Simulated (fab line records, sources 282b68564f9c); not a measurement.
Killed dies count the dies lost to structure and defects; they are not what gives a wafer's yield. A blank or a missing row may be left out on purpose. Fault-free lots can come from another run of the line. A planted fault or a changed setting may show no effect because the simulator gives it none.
Which tool did it? ; flow ritCmos ; Sampling: 14 lots, 42 wafers, 2 of 202 route steps

== WHAT THE GAUGES SHOWED, per wafer ==
RIT_PRETRO_TW_MEAS_10. Usual: for PRETRO_TW the level is 476 and the standard deviation is 4.7.
lot;measured;on;PRETRO_TW;flag
L370;day 2 14:37;filmMetro-03;478 478 476;
L371;day 2 20:20;filmMetro-04;471 473 470;
L372;day 3 01:30;filmMetro-03;477 476 475;
L373;day 3 04:38;filmMetro-03;474 476 477;
L374;day 3 08:40;filmMetro-04;471 468 471;
L375;day 3 13:49;filmMetro-03;480 477 478;
L377;day 4 01:44;filmMetro-04;470 471 472;
L380;day 4 13:59;filmMetro-01;481 478 479;
L387;day 6 02:58;filmMetro-01;482 482 481;
L388;day 6 08:56;filmMetro-01;543 547 542;OFF
L390;day 6 17:11;filmMetro-01;540 544 545;OFF
L391;day 6 22:08;filmMetro-01;478 479 480;
L392;day 7 00:39;filmMetro-03;479 482 481;
L393;day 7 09:22;filmMetro-04;472 471 475;

== WHAT TOOL EACH LOT RAN ON (gives the tool, then ch and the chambers of the sampled wafers, and finally the start) ==
lot;RIT_PRETRO_IMPLANT_08
L370;implanter-02 ch 0, day 2 14:19
L371;implanter-01 ch 0, day 2 20:01
L372;implanter-01 ch 0, day 3 01:11
L373;implanter-03 ch 0, day 3 04:20
L374;implanter-03 ch 0, day 3 08:21
L375;implanter-03 ch 0, day 3 13:30
L377;implanter-03 ch 0, day 4 01:25
L380;implanter-01 ch 0, day 4 13:42
L387;implanter-03 ch 0, day 6 02:38
L388;implanter-01 ch 0, day 6 08:38
L390;implanter-01 ch 0, day 6 16:52
L391;implanter-03 ch 0, day 6 21:49
L392;implanter-02 ch 0, day 7 00:22
L393;implanter-02 ch 0, day 7 09:03
- RIT_PRETRO_IMPLANT_08

== WHAT THE TOOLS THEMSELVES READ (means of the sampled wafers that have a number; where no wafer has one, the mark that the record gives instead) ==
RIT_PRETRO_IMPLANT_08. Usual: doseIonsCm2 1.2e+13, standard deviation 1.4e+10; endStationPressureTorr 5e-06 Torr, standard deviation 2.6e-07; faradayCurrentUA 38.0, standard deviation 0.74.
lot;tool;doseIonsCm2;endStationPressureTorr (Torr);faradayCurrentUA;flag
L370;implanter-02;1.2e+13;5e-06;38.2;
L371;implanter-01;1.2e+13;5e-06;38.4;
L372;implanter-01;1.2e+13;5e-06;36.5;
L373;implanter-03;1.2e+13;5e-06;37.5;
L374;implanter-03;1.2e+13;5e-06;37.8;
L375;implanter-03;1.2e+13;5e-06;37.3;
L377;implanter-03;1.2e+13;5e-06;38.1;
L380;implanter-01;1.2e+13;5e-06;39.1;
L387;implanter-03;1.2e+13;5e-06;38.4;
L388;implanter-01;1.8e+13;5e-06;56.9;OFF
L390;implanter-01;1.8e+13;5e-06;57.2;OFF
L391;implanter-03;1.2e+13;5e-06;37.8;
L392;implanter-02;1.2e+13;5e-06;37.9;
L393;implanter-02;1.2e+13;5e-06;37.6;

== THE ANSWER, worked out from the rows above alone ==
Rule: take the mean of a lot's wafers that have a number; if it is more than 3 standard deviations from the usual mean, the lot is off. A lot without any number at a reading at which 4 lots or more have one is off too. All remaining lots with rows at the step are treated as sound. First the gauges in route order, then the tools' own readings, where a lot's mean is used as printed above. The first step at which some lot is off is used, and at that step the reading that is off furthest; a lot without a number counts as furthest.
Off: L388, L390, seen at RIT_PRETRO_TW_MEAS_10 (PRETRO_TW).
A tool fits if, at a process step before that reading, it ran every lot that is off, and no sound lot after the first of them. Not tried: the gauges at RIT_PRETRO_TW_MEAS_10; whatever is off there is also off at RIT_PRETRO_IMPLANT_08, on other tools, and gauge error can't account for it. One fits: RIT_PRETRO_IMPLANT_08 on implanter-01. A fault onset in the window from L380 (day 4 13:42, its last sound lot) to L388 (day 6 08:38, its first lot off) fits.
The tool's own readings at RIT_PRETRO_IMPLANT_08 bear it out: on the lots that are off they differ by more than 5 times the standard deviation of the sound lots' means. doseIonsCm2 reads 1.8e+13 there against 1.2e+13 on the sound lots; faradayCurrentUA reads 57.0 there against 37.9 on the sound lots.

== WHAT THE SIMULATOR HAD PUT IN ==
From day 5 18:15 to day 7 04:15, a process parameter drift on implanter-01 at RIT_PRETRO_IMPLANT_08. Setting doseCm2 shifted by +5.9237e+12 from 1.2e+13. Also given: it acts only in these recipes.
Lots struck among those shown: L388, L390. This agrees with what the rule above found.
